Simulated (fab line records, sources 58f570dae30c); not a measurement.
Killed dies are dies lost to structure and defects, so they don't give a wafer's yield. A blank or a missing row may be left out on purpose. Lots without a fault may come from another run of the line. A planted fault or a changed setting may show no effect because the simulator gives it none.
Split-lot experiment | flow berkeley_cmos170 | 5 lots, 23 wafers read, on a route of 331 steps

THE SPLIT
At UCB170_M2_EXPOSE_12 (exposes mask METAL2, target cd 700 nm), the setting dose_mj was moved away from the recipe's 26 on 8 of the 23 wafers read, by -7.2% to -2.3%. The other wafers ran this setting at the recipe's value.

FROM THE SPLIT TO THE READING: what the file shows between them, 2 steps
- UCB170_M2_PEB_13
- UCB170_M2_DEVELOP_14: develop time 45 s

THE READING
cd_nm, in nm, at UCB170_M2_CD_MEAS_15 (target cd 700 nm). Fault-free wafers of this fab line usually give 699.9 nm, standard deviation 1.5 nm.

wafer  | tool, chamber at the split | dose_mj as run | against the recipe | cd_nm, nm | against lot-mates on the recipe
L076.2 | krf_scanner-01, 0          | 26             | recipe             | 700.0     | -
L076.3 | krf_scanner-01, 0          | 24.14          | -7.2%              | 714.2     | +13.3
L076.4 | krf_scanner-01, 0          | 24.14          | -7.2%              | 714.0     | +13.1
L076.5 | krf_scanner-01, 0          | 26             | recipe             | 701.8     | -
L076.6 | krf_scanner-01, 0          | 24.14          | -7.2%              | 714.3     | +13.4
L075.2 | krf_scanner-02, 0          | 26             | recipe             | 701.5     | -
L075.3 | krf_scanner-02, 0          | 26             | recipe             | 700.9     | -
L075.4 | krf_scanner-02, 0          | 26             | recipe             | 701.2     | -
L075.5 | krf_scanner-02, 0          | 26             | recipe             | 699.7     | -
L075.6 | krf_scanner-02, 0          | 26             | recipe             | 701.5     | -
L078.1 | krf_scanner-01, 0          | 25.4           | -2.3%              | 706.4     | +3.7
L078.3 | krf_scanner-01, 0          | 25.4           | -2.3%              | 705.9     | +3.2
L078.4 | krf_scanner-01, 0          | 26             | recipe             | 703.0     | -
L078.5 | krf_scanner-01, 0          | 26             | recipe             | 702.3     | -
L078.6 | krf_scanner-01, 0          | 26             | recipe             | 702.7     | -
L080.1 | krf_scanner-02, 0          | 26             | recipe             | 697.9     | -
L080.2 | krf_scanner-02, 0          | 26             | recipe             | 698.6     | -
L080.5 | krf_scanner-02, 0          | 26             | recipe             | 698.1     | -
L085.1 | krf_scanner-01, 0          | 26             | recipe             | 699.1     | -
L085.2 | krf_scanner-01, 0          | 24.49          | -5.8%              | 709.9     | +10.4
L085.4 | krf_scanner-01, 0          | 24.49          | -5.8%              | 710.0     | +10.5
L085.5 | krf_scanner-01, 0          | 26             | recipe             | 699.9     | -
L085.6 | krf_scanner-01, 0          | 24.49          | -5.8%              | 710.7     | +11.2

THE FIT
A straight line over all 23 wafers: cd_nm changes by -1.82 nm for each +1% of dose_mj; r = -0.96; the points scatter about the line by 1.5 nm.
The same after taking each lot's own level away (the mean of its wafers on the recipe; 23 wafers): -1.85 nm for each +1%; r = -0.99; scatter 0.55 nm.
On that fit, the largest move of dose_mj shifts the reading by 13 nm.
The lots' own levels span 698.20 to 702.67 nm, that is 3.0 times the standard deviation above.
So the lot-to-lot level changes the slope little: the two slopes agree.
Check: with one of the wafers moved furthest among these (-7.2%) left out of the fit, the line predicts +13.1 nm for it against its lot-mates. It came out at +13.3 nm against them.

OTHER SPLITS ON THESE WAFERS
These wafers also went through other splits before the reading. Each is held against what the fit with the lots' levels taken away leaves over:
other split on the same wafers | wafers away from the commonest value | r with cd_nm (lot level and that fit taken away)
UCB170_M1_SPUTTER_00 time_s    | 7                                    | +0.17
UCB170_V1_PEB_10 peb_temp_c    | 7                                    | +0.37
UCB170_M2_SPUTTER_01 power_w   | 5                                    | -0.17

THE WHOLE CHAIN: every reading that the file lists as answering this split, in the file's order
step                 | what it does         | reading                                                   | change (the file's fit)              | r (the file's)
UCB170_M2_CD_MEAS_15 | target cd 700 nm     | cd_nm                                                     | -1.83 nm for each +1% of the setting | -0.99
UCB170_M2_ETCH_17    | etches BARC in N2/H2 | M2.cd_nm (the simulator's own value, which no gauge read) | -1.86 nm for each +1% of the setting | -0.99

THE FILE'S OWN FIT
cd_nm changes by -1.83 nm for each +1% of dose_mj, r = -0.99.
